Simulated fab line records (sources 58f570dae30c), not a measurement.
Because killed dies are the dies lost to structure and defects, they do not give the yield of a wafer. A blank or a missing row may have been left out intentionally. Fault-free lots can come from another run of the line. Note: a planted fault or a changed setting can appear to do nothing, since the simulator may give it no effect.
What tool caused it? || flow berkeley-cmos170 || 6 lots with 18 wafers sampled at 3 steps, on a route of 331 steps

WHAT THE GAUGES READ, wafer by wafer
UCB170_V1_THK_MEAS_04.
{"lot": "L867", "measured": "day 7 07:30", "on": "film-metro-04", "V1_POLISHED_THK (nm)": "1002.4 1000.4 1001.8"}
{"lot": "L872", "measured": "day 7 20:56", "on": "film-metro-03", "V1_POLISHED_THK (nm)": "1333.3 1336.0 1339.7"}
{"lot": "L874", "measured": "day 8 12:23", "on": "film-metro-04", "V1_POLISHED_THK (nm)": "1341.2 1355.9 1357.8"}
{"lot": "L885", "measured": "day 10 18:50", "on": "film-metro-02", "V1_POLISHED_THK (nm)": "1002.0 1002.5 999.3"}
{"lot": "L886", "measured": "day 11 06:20", "on": "film-metro-03", "V1_POLISHED_THK (nm)": "1000.7 1001.5 1000.9"}
{"lot": "L890", "measured": "day 11 23:32", "on": "film-metro-02", "V1_POLISHED_THK (nm)": "1000.7 1000.3 1001.2"}

WHAT TOOL EACH LOT RAN ON (gives the tool, then ch and the chambers of the sampled wafers, and finally the start)
{"lot": "L867", "UCB170_SDANNEAL_RTA_00": "rtp-anneal-02 ch 0, day 6 19:23", "UCB170_V1_CMP_02": "cmp-02 ch 2,3, day 7 07:04"}
{"lot": "L872", "UCB170_SDANNEAL_RTA_00": "rtp-anneal-01 ch 0, day 7 08:52", "UCB170_V1_CMP_02": "cmp-01 ch 0,1,3, day 7 20:31"}
{"lot": "L874", "UCB170_SDANNEAL_RTA_00": "rtp-anneal-01 ch 0, day 7 23:11", "UCB170_V1_CMP_02": "cmp-01 ch 1,3, day 8 11:56"}
{"lot": "L885", "UCB170_SDANNEAL_RTA_00": "rtp-anneal-02 ch 0, day 10 04:53", "UCB170_V1_CMP_02": "cmp-01 ch 0,1,3, day 10 18:31"}
{"lot": "L886", "UCB170_SDANNEAL_RTA_00": "rtp-anneal-01 ch 0, day 10 18:20", "UCB170_V1_CMP_02": "cmp-01 ch 0,2, day 11 05:57"}
{"lot": "L890", "UCB170_SDANNEAL_RTA_00": "rtp-anneal-02 ch 0, day 11 10:51", "UCB170_V1_CMP_02": "cmp-02 ch 0,1, day 11 23:06"}
- UCB170_SDANNEAL_RTA_00: time 10 s.
- UCB170_V1_CMP_02: polishes SiO2.

THE ANSWER, worked out from the rows above alone
Rule: the lots themselves supply what counts as usual. Put in order of their means at a reading, lots are off if they are a third of the lots or fewer, leave a main group of 4 or more, and stand apart from it by a gap of 3 or more times the standard deviation of the main group's means; of several such gaps the widest counts. The tables above print the reading to a certain number of digits; a main group whose means all agree to those digits is not used. A lot without any number at a reading at which 4 lots or more have one is off too. Where the step has rows for the other lots, those lots are counted as sound.
Off: at UCB170_V1_THK_MEAS_04 (V1_POLISHED_THK), L872, L874. For the main group the mean is 1001.1 nm and the standard deviation 0.29.
If a tool, at a process step before that reading, ran all the lots that are off and no sound lot after the first of them, it fits. Those tools and the gauges at UCB170_V1_THK_MEAS_04 are tried in the same way. Of those tried, none fits.

WHAT THE SIMULATOR PUT IN
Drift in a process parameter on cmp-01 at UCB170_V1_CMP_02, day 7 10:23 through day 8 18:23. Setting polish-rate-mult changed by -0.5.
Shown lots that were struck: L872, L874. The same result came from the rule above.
